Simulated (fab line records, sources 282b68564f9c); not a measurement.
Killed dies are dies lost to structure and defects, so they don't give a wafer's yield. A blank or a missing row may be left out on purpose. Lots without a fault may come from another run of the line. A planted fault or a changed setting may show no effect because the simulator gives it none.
Split-lot experiment | flow rit_cmos | 5 lots, 23 wafers read, on a route of 202 steps

THE SPLIT
At RIT_NSD_COAT_01 (resist thk 1000 nm), the setting spin_rpm was moved away from the recipe's 3250 rpm on 5 of the 23 wafers read, by -6.1% to +6.8%. The other wafers ran this setting at the recipe's value.

FROM THE SPLIT TO THE READING: what the file shows between them, 3 steps
- RIT_NSD_SOFTBAKE_02: time 62 s
- RIT_NSD_EXPOSE_03: exposes mask M9, target cd 40700 nm
- RIT_NSD_DEVELOP_05: develop time 50 s

THE READING
NOVOLAK_of_NSD_COAT_01.thk_nm (the simulator's own value, which no gauge read), in nm, at RIT_NSD_HARDBAKE_07 (time 60 s). The file gives no usual value for it. The 18 wafers here that ran the recipe average 884.9 nm, standard deviation 2.1 nm.

wafer  | tool, chamber at the split | spin_rpm as run, rpm | against the recipe | NOVOLAK_of_NSD_COAT_01.thk_nm, nm | against lot-mates on the recipe
L074.1 | litho_track-01, 0          | 3250                 | recipe             | 884.9                             | -
L074.2 | litho_track-01, 0          | 3250                 | recipe             | 881                               | -
L074.3 | litho_track-01, 0          | 3250                 | recipe             | 881.8                             | -
L074.5 | litho_track-01, 0          | 3250                 | recipe             | 882.8                             | -
L074.6 | litho_track-01, 0          | 3250                 | recipe             | 883.4                             | -
L075.2 | litho_track-02, 0          | 3471                 | +6.8%              | 861.7                             | -26.6
L075.3 | litho_track-02, 0          | 3471                 | +6.8%              | 859.6                             | -28.8
L075.4 | litho_track-02, 0          | 3471                 | +6.8%              | 860.8                             | -27.6
L075.5 | litho_track-02, 0          | 3250                 | recipe             | 888.1                             | -
L075.6 | litho_track-02, 0          | 3250                 | recipe             | 888.6                             | -
L076.1 | litho_track-01, 0          | 3250                 | recipe             | 886.4                             | -
L076.2 | litho_track-01, 0          | 3250                 | recipe             | 888.5                             | -
L076.4 | litho_track-01, 0          | 3250                 | recipe             | 885.4                             | -
L076.5 | litho_track-01, 0          | 3250                 | recipe             | 885.4                             | -
L076.6 | litho_track-01, 0          | 3250                 | recipe             | 884.4                             | -
L078.1 | litho_track-01, 0          | 3250                 | recipe             | 883.4                             | -
L078.4 | litho_track-01, 0          | 3250                 | recipe             | 882.4                             | -
L078.5 | litho_track-01, 0          | 3250                 | recipe             | 884.1                             | -
L084.1 | litho_track-03, 0          | 3052                 | -6.1%              | 911.4                             | +25.8
L084.2 | litho_track-03, 0          | 3250                 | recipe             | 886.1                             | -
L084.4 | litho_track-03, 0          | 3250                 | recipe             | 885.1                             | -
L084.5 | litho_track-03, 0          | 3052                 | -6.1%              | 912.8                             | +27.2
L084.6 | litho_track-03, 0          | 3250                 | recipe             | 885.6                             | -

THE FIT
A straight line over all 23 wafers: NOVOLAK_of_NSD_COAT_01.thk_nm changes by -3.9 nm for each +1% of spin_rpm; r = -0.98; the points scatter about the line by 2.4 nm.
The same after taking each lot's own level away (the mean of its wafers on the recipe; 23 wafers): -4.17 nm for each +1%; r = -1.00; scatter 1.1 nm.
On that fit, the largest move of spin_rpm shifts the reading by 28 nm.
The lots' own levels span 882.78 to 888.35 nm, that is 2.6 times the standard deviation above.
So the lot-to-lot level changes the slope little: the two slopes agree.
Check: with one of the wafers moved furthest among these (+6.8%) left out of the fit, the line predicts -28.7 nm for it against its lot-mates. It came out at -26.6 nm against them.

THE WHOLE CHAIN: every reading that the file lists as answering this split, in the file's order
step                | what it does       | reading                                                                        | change (the file's fit)              | r (the file's)
RIT_NSD_COAT_01     | resist thk 1000 nm | NOVOLAK_of_NSD_COAT_01.thk_nm (the simulator's own value, which no gauge read) | -4.79 nm for each +1% of the setting | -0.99
RIT_NSD_HARDBAKE_07 | time 60 s          | NOVOLAK_of_NSD_COAT_01.thk_nm (the simulator's own value, which no gauge read) | -4.19 nm for each +1% of the setting | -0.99

THE FILE'S OWN FIT
NOVOLAK_of_NSD_COAT_01.thk_nm changes by -4.19 nm for each +1% of spin_rpm, r = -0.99.
